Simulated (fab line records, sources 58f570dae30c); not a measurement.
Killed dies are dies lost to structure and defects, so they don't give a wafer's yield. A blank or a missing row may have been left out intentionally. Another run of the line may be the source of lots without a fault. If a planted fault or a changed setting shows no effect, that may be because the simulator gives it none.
What tool caused it? / flow berkeley-cmos170 / Sampling: 7 lots, 21 wafers, 2 of 331 route steps

## WHAT THE GAUGES SHOWED, per wafer
UCB170_PFIELD_TW_MEAS_09.
lot=L629; measured=day 5 10:22; on=film-metro-02; PFIELD_TW=601 602 600
lot=L636; measured=day 6 05:18; on=film-metro-01; PFIELD_TW=589 590 589
lot=L637; measured=day 7 01:07; on=film-metro-01; PFIELD_TW=590 591 593
lot=L639; measured=day 7 14:07; on=film-metro-03; PFIELD_TW=605 603 605
lot=L646; measured=day 8 18:59; on=film-metro-02; PFIELD_TW=646 650 655
lot=L648; measured=day 8 22:20; on=film-metro-02; PFIELD_TW=655 651 653
lot=L651; measured=day 10 03:19; on=film-metro-01; PFIELD_TW=588 589 587

## WHAT TOOL EACH LOT RAN ON (gives the tool, then ch and the chambers of the sampled wafers, and finally the start)
lot=L629; UCB170_PFIELD_IMPLANT_07=implanter-01 ch 0, day 5 10:07
lot=L636; UCB170_PFIELD_IMPLANT_07=implanter-03 ch 0, day 6 05:04
lot=L637; UCB170_PFIELD_IMPLANT_07=implanter-03 ch 0, day 7 00:53
lot=L639; UCB170_PFIELD_IMPLANT_07=implanter-02 ch 0, day 7 13:53
lot=L646; UCB170_PFIELD_IMPLANT_07=implanter-03 ch 0, day 8 18:44
lot=L648; UCB170_PFIELD_IMPLANT_07=implanter-03 ch 0, day 8 22:06
lot=L651; UCB170_PFIELD_IMPLANT_07=implanter-01 ch 0, day 10 03:04
- UCB170_PFIELD_IMPLANT_07

## THE ANSWER, worked out from the rows above alone
Rule: usual is defined by the lots themselves. The widest of any qualifying gaps counts: lots, ordered by their means at a reading, are off when they make up no more than a third of the lots, leave a main group of 4 or more, and stand apart from it by 3 or more times the standard deviation of that group's means. Not used: any main group whose means are identical at the precision the tables above print for the reading. A lot without any number at a reading at which 4 lots or more have one is off too. The other lots that the step has rows for count as sound.
Off: L646, L648, at UCB170_PFIELD_TW_MEAS_09 (PFIELD_TW). Main group: mean 595, sd 6.6.
A tool fits if, at a process step before that reading, it ran every lot that is off, and no sound lot after the first of them. Gauges at UCB170_PFIELD_TW_MEAS_09: tried the same way as those tools. 2 tools fit, implanter-03 at UCB170_PFIELD_IMPLANT_07 and film-metro-02 at UCB170_PFIELD_TW_MEAS_09, so this cannot tell which one it is.

## WHAT THE SIMULATOR HAD PUT IN
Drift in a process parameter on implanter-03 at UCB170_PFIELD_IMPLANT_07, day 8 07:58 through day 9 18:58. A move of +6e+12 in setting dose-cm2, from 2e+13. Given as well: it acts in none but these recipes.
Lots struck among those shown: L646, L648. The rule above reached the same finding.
